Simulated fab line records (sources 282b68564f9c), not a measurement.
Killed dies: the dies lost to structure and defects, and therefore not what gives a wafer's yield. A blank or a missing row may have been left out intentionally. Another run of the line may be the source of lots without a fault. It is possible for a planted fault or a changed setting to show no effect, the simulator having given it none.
Split-lot trial -- flow rit-cmos -- 23 wafers read across 5 lots, on a route 202 steps long

THE SPLIT ITSELF
At RIT_PWELL_IMPLANT_08, the setting dose-cm2 was moved away from the recipe's 7e+13 on 7 of the 23 wafers read, by -7.2% to +5.7%. The other wafers ran this setting at the recipe's value.

FROM THE SPLIT TO THE READING: what the file shows between them, 4 steps
- RIT_PWELL_STRIP_09: strips in O2, time 180 s
- RIT_PWELL_TW_MEAS_10
- RIT_WELLDRIVE_ANNEAL_00: time 14700 s
- RIT_WELLDRIVE_RS_MEAS_01: measures by four-point-probe

THE READING
At RIT_WELLDRIVE_RS_MEAS_02, a four-point-probe measurement gives PWELL_RS in ohm/sq. Fault-free wafers of this fab line usually give 429.3 ohm/sq, standard deviation 1.3 ohm/sq.

wafer,"tool, chamber at the split",dose-cm2 as run,against the recipe,"PWELL_RS, ohm/sq",against lot-mates on the recipe
L074.1,"implanter-03, 0",7e+13,recipe,430.0,-
L074.3,"implanter-03, 0",7.397e+13,+5.7%,414.7,-14.9
L074.4,"implanter-03, 0",7e+13,recipe,429.4,-
L074.5,"implanter-03, 0",7.397e+13,+5.7%,414.1,-15.5
L074.6,"implanter-03, 0",7e+13,recipe,429.3,-
L075.1,"implanter-03, 0",6.688e+13,-4.5%,444.6,+13.3
L075.2,"implanter-03, 0",7e+13,recipe,430.0,-
L075.4,"implanter-03, 0",7e+13,recipe,432.2,-
L075.5,"implanter-03, 0",6.688e+13,-4.5%,444.1,+12.8
L075.6,"implanter-03, 0",7e+13,recipe,431.8,-
L076.3,"implanter-01, 0",7e+13,recipe,429.7,-
L076.4,"implanter-01, 0",7e+13,recipe,428.6,-
L076.6,"implanter-01, 0",7e+13,recipe,427.7,-
L079.1,"implanter-01, 0",6.496e+13,-7.2%,451.3,+21.1
L079.2,"implanter-01, 0",6.496e+13,-7.2%,450.6,+20.4
L079.3,"implanter-01, 0",6.496e+13,-7.2%,451.2,+20.9
L079.5,"implanter-01, 0",7e+13,recipe,429.7,-
L079.6,"implanter-01, 0",7e+13,recipe,430.8,-
L081.1,"implanter-03, 0",7e+13,recipe,429.1,-
L081.3,"implanter-03, 0",7e+13,recipe,430.8,-
L081.4,"implanter-03, 0",7e+13,recipe,430.6,-
L081.5,"implanter-03, 0",7e+13,recipe,432.1,-
L081.6,"implanter-03, 0",7e+13,recipe,430.9,-

FIT RESULTS
A straight line over all 23 wafers: PWELL_RS changes by -2.9 ohm/sq for each +1% of dose-cm2; r = -0.99; the points scatter about the line by 1.1 ohm/sq.
The same after taking each lot's own level away (the mean of its wafers on the recipe; 23 wafers): -2.83 ohm/sq for each +1%; r = -1.00; scatter 0.77 ohm/sq.
According to that fit, moving dose-cm2 by its largest amount changes the reading by 20 ohm/sq.
Across the lots, their own levels run from 428.67 to 431.33 ohm/sq, a range of 2.1 times the standard deviation given above.
Consequently the slope shifts little with the lot-to-lot level, the two slopes agreeing.
Check: for one of the wafers moved furthest among these (-7.2%), held out of the fit, the line's prediction against its lot-mates is +20.4 ohm/sq. Against them it came out at +21.1 ohm/sq.

OTHER SPLITS APPLIED TO THESE WAFERS
These wafers also went through other splits before the reading. Each is held against what the fit with the lots' levels taken away leaves over:
other split on the same wafers,wafers away from the commonest value,r with PWELL_RS (lot level and that fit taken away)
RIT_ACTIVE_CVD_03 time-s,10,-0.15
RIT_ACTIVE_ETCH_13 pressure-mtorr,18,-0.08
RIT_FOX2_OXIDATION_00 temp-c,15,+0.02
RIT_NWELL_IMPLANT_08 dose-cm2,6,+0.03

THE WHOLE CHAIN: every reading that the file lists as answering this split, in the file's order
step,what it does,reading,change (the file's fit),r (the file's)
RIT_PWELL_TW_MEAS_10,,PWELL_TW,+2.58 for each +1% of the setting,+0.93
RIT_WELLDRIVE_RS_MEAS_02,measures by four-point-probe,PWELL_RS,-2.82 for each +1% of the setting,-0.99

THE FILE'S OWN FIT
PWELL_RS changes by -2.82 ohm/sq for each +1% of dose-cm2, r = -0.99.
